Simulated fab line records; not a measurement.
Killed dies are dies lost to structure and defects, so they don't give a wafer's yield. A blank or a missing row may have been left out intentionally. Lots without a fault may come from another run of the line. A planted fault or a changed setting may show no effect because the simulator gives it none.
A struck lot beside a sound one -- flow rit_cmos -- 39 steps out of a route of 202
Sound: the wafers L460.4, L460.5, L460.6. The struck wafers were L468.2, L468.4, L468.6. The cause comes at the end.
For every step that has rows: the tool of each side, followed by ch and its chambers, followed by its first start. Under that, the readings that differ: sound wafers -- struck wafers -- difference of the means -- sigmas: that difference in standard deviations of wafers without a fault.
alike: words and numbers the same on both sides, and readings whose means are apart by under 2 such deviations; not compared: readings that were withheld, readings missing a value for some wafer, numbers with overlapping values and no deviation given by the record, and bounds like >300 which may hide the same value.
A row with sigmas, a row that says differs or no value, or rows on one side alone: a step with any of these is where the two part. Numbers that have no deviation but don't overlap get no sigmas and don't part them. Lack of a reading on every wafer of one side parts them only where that side has two or more wafers.

first, 3 steps without rows for these wafers: RIT_GATE_EXPOSE_13 (exposes mask M6, target cd 150 nm); RIT_GATE_PEB_14; RIT_GATE_DEVELOP_15 (develop time 50 s).
RIT_GATE_CD_MEAS_16: target cd 150 nm.
  struck on cd_sem-01, day 6 16:44; sound on cd_sem-02, day 4 14:39
reading,sound,struck,difference,sigmas
cd_nm (nm),156.2 156.9 157.3,151.0 152.0 150.1,-5.8,-2
RIT_GATE_OVL_MEAS_17:
  struck on overlay-01, day 6 16:50; sound on overlay-01, day 4 14:43
  alike: GATE_OVL
then, 1 step without rows for these wafers: RIT_GATE_HARDBAKE_18 (time 60 s).
RIT_GATE_ETCH_19: etches poly-Si in SF6/CHF3/O2, stops on SiO2, time 165 s, target depth 312.5 nm.
  sound on rie_si-02 ch 0,1,3, day 4 14:53; struck on rie_si-01 ch 1,3, day 6 17:01
  alike: SF6_flow_sccm, drypump_motor_current_A, he_backside_leak_sccm, oes_product_au, throttle_valve_pct
  not compared: rf_hours_counter_h
RIT_GATE_STRIP_20: strips in O2, time 180 s.
  sound on plasma_asher-04 ch 0,1, day 4 15:04; struck on plasma_asher-04 ch 0,1, day 6 17:07
  alike: drypump_motor_current_A
  not compared: rf_hours_counter_h
RIT_GATE_CD_MEAS_90: target cd 150 nm.
  struck on cd_sem-02, day 6 17:19; sound on cd_sem-01, day 4 15:14
reading,sound,struck,difference,sigmas
cd_nm (nm),156.4 156.4 157.4,151.0 151.9 150.1,-5.7,-2
then, 3 steps without rows for these wafers: RIT_REOX_CLEAN_00 (cleans in SC1, time 600 s); RIT_REOX_CLEAN_01 (cleans in dHF, time 30 s); RIT_REOX_CLEAN_02 (cleans in SC2, time 600 s).
RIT_REOX_OXIDATION_03: target thk 25.2 nm, ox time 5580 s.
  sound on furnace-03 ch 0, day 4 16:38; struck on furnace-03 ch 0, day 6 18:37
reading,sound,struck,difference,sigmas
spike_tc_centre_C (C),903.2 902.0 903.2,922.9 922.5 924.5,+20.5,+19
spike_tc_load_C (C),921.9 922.1 922.7,944.4 944.2 944.2,+22.0,+16
spike_tc_source_C (C),923.4 923.5 924.6,946.3 944.4 943.6,+20.9,+12
tube_center_temp_C (C),900.06 900.13 900.06,919.91 920.17 919.99,+19.94,+99 or more
tube_center_temp_C_max,902.5 902.1 902.0,922.1 922.3 922.4,+20.1,+53
model.SiO2_of_REOX_OXIDATION_03.thk_nm (nm),25.32 24.92 24.75,31.14 30.85 31.22,+6.07,
RIT_REOX_THK_MEAS_04:
  struck on film_metro-04, day 6 21:11; sound on film_metro-03, day 4 19:13
reading,sound,struck,difference,sigmas
REOX_OXIDE_THK (nm),25.4 24.9 24.8,31.1 30.8 31.2,+6.0,+12
then, 6 steps without rows for these wafers: RIT_NLDD_HMDS_00 (prime time 60 s); RIT_NLDD_COAT_01 (resist thk 1000 nm); RIT_NLDD_SOFTBAKE_02 (time 60 s); RIT_NLDD_EXPOSE_03 (exposes mask M7, target cd 40700 nm); RIT_NLDD_PEB_04; RIT_NLDD_DEVELOP_05 (develop time 50 s).
RIT_NLDD_OVL_MEAS_06:
  struck on overlay-02, day 6 22:19; sound on overlay-01, day 4 20:07
  alike: NLDD_OVL
then, 2 steps without rows for these wafers: RIT_NLDD_HARDBAKE_07 (time 60 s); RIT_NLDD_IMPLANT_08.
RIT_NLDD_STRIP_09: strips in O2, time 180 s.
  sound on plasma_asher-04 ch 0,1, day 4 20:29; struck on plasma_asher-01 ch 0,1, day 6 22:39
  alike: drypump_motor_current_A
  not compared: rf_hours_counter_h
RIT_NLDD_TW_MEAS_10:
  struck on film_metro-01, day 6 22:50; sound on film_metro-01, day 4 20:38
  alike: NLDD_TW
then, 6 steps without rows for these wafers: RIT_PLDD_HMDS_00 (prime time 60 s); RIT_PLDD_COAT_01 (resist thk 1000 nm); RIT_PLDD_SOFTBAKE_02 (time 60 s); RIT_PLDD_EXPOSE_03 (exposes mask M8, target cd 40900 nm); RIT_PLDD_PEB_04; RIT_PLDD_DEVELOP_05 (develop time 50 s).
RIT_PLDD_OVL_MEAS_06:
  struck on overlay-02, day 6 23:55; sound on overlay-02, day 4 21:40
  alike: PLDD_OVL
then, 2 steps without rows for these wafers: RIT_PLDD_HARDBAKE_07 (time 60 s); RIT_PLDD_IMPLANT_08.
RIT_PLDD_STRIP_09: strips in O2, time 180 s.
  sound on plasma_asher-04 ch 0,1, day 4 22:02; struck on plasma_asher-01 ch 0,1, day 7 00:14
  alike: drypump_motor_current_A
  not compared: rf_hours_counter_h
RIT_PLDD_TW_MEAS_10:
  struck on film_metro-04, day 7 00:26; sound on film_metro-02, day 4 22:11
  alike: PLDD_TW
RIT_SPACER_CLEAN_00: cleans in SC1, time 600 s.
  sound on wet_bench-04 ch 3, day 4 22:13; struck on wet_bench-04 ch 2, day 7 00:29
reading,sound,struck,difference,sigmas
model.SiO2_of_REOX_OXIDATION_03.thk_nm (nm),23.36 22.98 22.84,28.74 28.47 28.83,+5.62,
then, 1 step without rows for these wafers: RIT_SPACER_CLEAN_01 (cleans in dHF, time 30 s).
RIT_M1_PROBE_99:
  struck on prober-01, day 7 17:40; sound on prober-01, day 5 14:59
reading,sound,struck,difference,sigmas
model.etest.pmos_turned.r_on_ohm_um,3839 3773 3764,6825 6616 6893,+2986,
model.etest.pmos_0p3.r_on_ohm_um,6405 6370 6348,7496 7454 7488,+1105,
model.etest.pmos_0p15.r_on_ohm_um,3048 3042 3030,3966 3904 3936,+895,
model.etest.pldd.rs_ohm_sq,593.7 565.6 559.8,1228 1180 1247,+645,
model.etest.nmos_0p15.r_on_ohm_um,1189 1205 1199,1397 1373 1375,+184,
model.etest.nmos_0p3.r_on_ohm_um,2198 2188 2191,2407 2370 2375,+192,
model.etest.pldd.line_ohm_um,186.4 179.6 175.1,378.5 369 392.3,+199.6,
model.etest.nldd.rs_ohm_sq,384.2 374.1 378.4,538.8 531.8 543.9,+159.3,
  alike: killed_at_front_end, killed_dies, killed_open, killed_short

== WHERE THEY PART ==
Last at RIT_REOX_THK_MEAS_04 as far as this record goes, first at RIT_GATE_CD_MEAS_16. Later steps at which nothing parts them and some readings are alike: RIT_NLDD_OVL_MEAS_06, RIT_NLDD_STRIP_09, RIT_NLDD_TW_MEAS_10, RIT_PLDD_OVL_MEAS_06, RIT_PLDD_STRIP_09, RIT_PLDD_TW_MEAS_10, RIT_M1_PROBE_99.

WHY: what had been put in by the simulator
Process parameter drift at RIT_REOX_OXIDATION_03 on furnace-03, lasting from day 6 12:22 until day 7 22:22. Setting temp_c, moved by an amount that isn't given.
